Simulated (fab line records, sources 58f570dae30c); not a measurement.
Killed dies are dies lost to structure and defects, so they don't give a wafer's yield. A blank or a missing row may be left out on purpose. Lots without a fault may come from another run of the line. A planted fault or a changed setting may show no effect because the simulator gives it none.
Problem report in the 8D (eight disciplines) form, filled by code | flow berkeley_cmos170 | the parts of the form that need people (team, actions taken, sign-off) are left out

1. THE PROBLEM
platen_rpm at UCB170_V1_CMP_02 reads a mean of 54.04 rpm on 1 wafer of 1 lot; wafers without a fault read 60.00 rpm with a standard deviation of 0.043. That is -99 or more standard deviations from the usual mean.
The step: polishes SiO2.
First seen on wafer L347.1, day 8 14:05, on cmp-01. The record holds 39 wafers of 13 lots with a number at this step. Rule for "out", or "out of limits": more than 4 standard deviations from the usual mean. The other wafers with a number count as sound.

2. WHAT IT IS AND WHAT IT IS NOT
question                    | is               | is not
which readings at this step | platen_rpm       | motor_current_A
which lots                  | L347             | L343, L344, L345, L346, L353, L357, L358, L362, L363, L364, L365, L366
which wafers of those lots  | L347.1           | L347.2, L347.4
read on which tools         | cmp-01           | cmp-02
when                        | from day 8 14:05 | up to then (14 sound wafers); but 24 sound wafers of L353, L357, L358, L362, L363, L364, L365, L366 came after

3. SUSPECTS, AND WHAT RULES EACH OUT
Counting: a tool at a process step up to the reading stays a suspect if it ran every lot that is out. Sound lots after the first of them don't rule it out here, since some wafers of a struck lot are sound.
- plasma_asher-01 at UCB170_NSD_STRIP_09 (strips in O2): kept. It ran the lot that is out, L347 (day 7 23:37); its last sound lot up to then is L345 (day 7 15:17).
- plasma_asher-03 at UCB170_BACKSIDE_STRIP_03 (strips in O2): kept. It ran the lot that is out, L347 (day 8 00:25); its last sound lot up to then is L343 (day 7 16:11).
- cmp-01 at UCB170_V1_CMP_02 (polishes SiO2): kept. It ran the lot that is out, L347 (day 8 14:05); its last sound lot up to then is L345 (day 8 05:55). Its own readings are out on those wafers: platen_rpm.
- Within plasma_asher-01 at UCB170_NSD_STRIP_09: the wafers that are out ran in chamber 0; their sound lot-mates ran in chamber 1.
- Within cmp-01 at UCB170_V1_CMP_02: the wafers that are out ran in chamber 1; their sound lot-mates ran in chambers 0, 2.
Left after counting: plasma_asher-01 at UCB170_NSD_STRIP_09, plasma_asher-03 at UCB170_BACKSIDE_STRIP_03, cmp-01 at UCB170_V1_CMP_02.

4. THE CAUSE (what the simulator had put in)
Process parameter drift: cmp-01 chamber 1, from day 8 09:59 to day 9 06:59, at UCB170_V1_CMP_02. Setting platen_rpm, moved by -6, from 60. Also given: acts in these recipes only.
Counting left 3 suspects, and this tool is among them.

5. THE CHAIN OF EFFECTS, in route order
Each row: a reading whose mean over the struck wafers that have a number lies more than 3 standard deviations from the usual. Only readings for which the record gives a usual standard deviation are gone through. hours: the time from each lot's start at the first step in this table that gives one to its start at this step, as a median over the lots. sigmas: the change in usual standard deviations.
hours | step             | reading    | usual     | on struck wafers | change | sigmas
0     | UCB170_V1_CMP_02 | platen_rpm | 60.00 rpm | 54.04            | -5.96  | -99 or more
The process steps in it:
- UCB170_V1_CMP_02: polishes SiO2.

6. WHAT WOULD HAVE CAUGHT IT SOONER
In this record the first reading out of limits was taken at day 8 14:05, 4 hours after the fault began at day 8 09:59.
